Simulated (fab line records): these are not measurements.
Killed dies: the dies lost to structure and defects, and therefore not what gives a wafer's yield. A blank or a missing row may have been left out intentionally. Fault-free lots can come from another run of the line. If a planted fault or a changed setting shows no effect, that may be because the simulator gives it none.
Which tool did it?	flow berkeley_cmos170	6 lots with 18 wafers sampled at 2 steps, on a route of 331 steps

== WHAT EACH GAUGE READ, for each wafer ==
UCB170_M1_CD_MEAS_09: target cd 700 nm.
lot	measured	on	cd_nm (nm)
L922	day 8 20:32	cd_sem-02	698.4 697.9 698.9
L924	day 9 18:38	cd_sem-02	700.0 700.7 699.1
L927	day 10 09:07	cd_sem-01	698.7 698.8 697.6
L929	day 10 21:49	cd_sem-02	616.2 616.5 616.8
L938	day 12 14:12	cd_sem-02	700.6 701.0 701.5
L943	day 13 08:11	cd_sem-01	701.4 699.7 699.7

== WHAT TOOL EACH LOT RAN ON (gives the tool, then ch and the chambers of the sampled wafers, and finally the start) ==
lot	UCB170_M1_EXPOSE_06
L922	krf_scanner-02 ch 0, day 8 20:05
L924	krf_scanner-02 ch 0, day 9 18:12
L927	krf_scanner-01 ch 0, day 10 08:23
L929	krf_scanner-01 ch 0, day 10 21:25
L938	krf_scanner-01 ch 0, day 12 13:49
L943	krf_scanner-01 ch 0, day 13 07:25
- UCB170_M1_EXPOSE_06: exposes mask METAL1, target cd 700 nm.

== THE ANSWER, worked out from the rows above alone ==
Rule: the lots themselves supply what counts as usual. Put in order of their means at a reading, lots are off if they are a third of the lots or fewer, leave a main group of 4 or more, and stand apart from it by a gap of 3 or more times the standard deviation of the main group's means; of several such gaps the widest counts. A main group is skipped when, at the precision printed for the reading in the tables above, its means are all equal. A lot without any number at a reading at which 4 lots or more have one is off too. All remaining lots with rows at the step are treated as sound.
Off: L929, at UCB170_M1_CD_MEAS_09 (cd_nm). The main group has a mean of 699.6 nm with a standard deviation of 1.1.
A tool fits if, at a process step before that reading, it ran every lot that is off, and no sound lot after the first of them. Those tools and the gauges at UCB170_M1_CD_MEAS_09 are tried in the same way. Not one of the candidates tried fits.

== WHAT WAS PUT IN BY THE SIMULATOR ==
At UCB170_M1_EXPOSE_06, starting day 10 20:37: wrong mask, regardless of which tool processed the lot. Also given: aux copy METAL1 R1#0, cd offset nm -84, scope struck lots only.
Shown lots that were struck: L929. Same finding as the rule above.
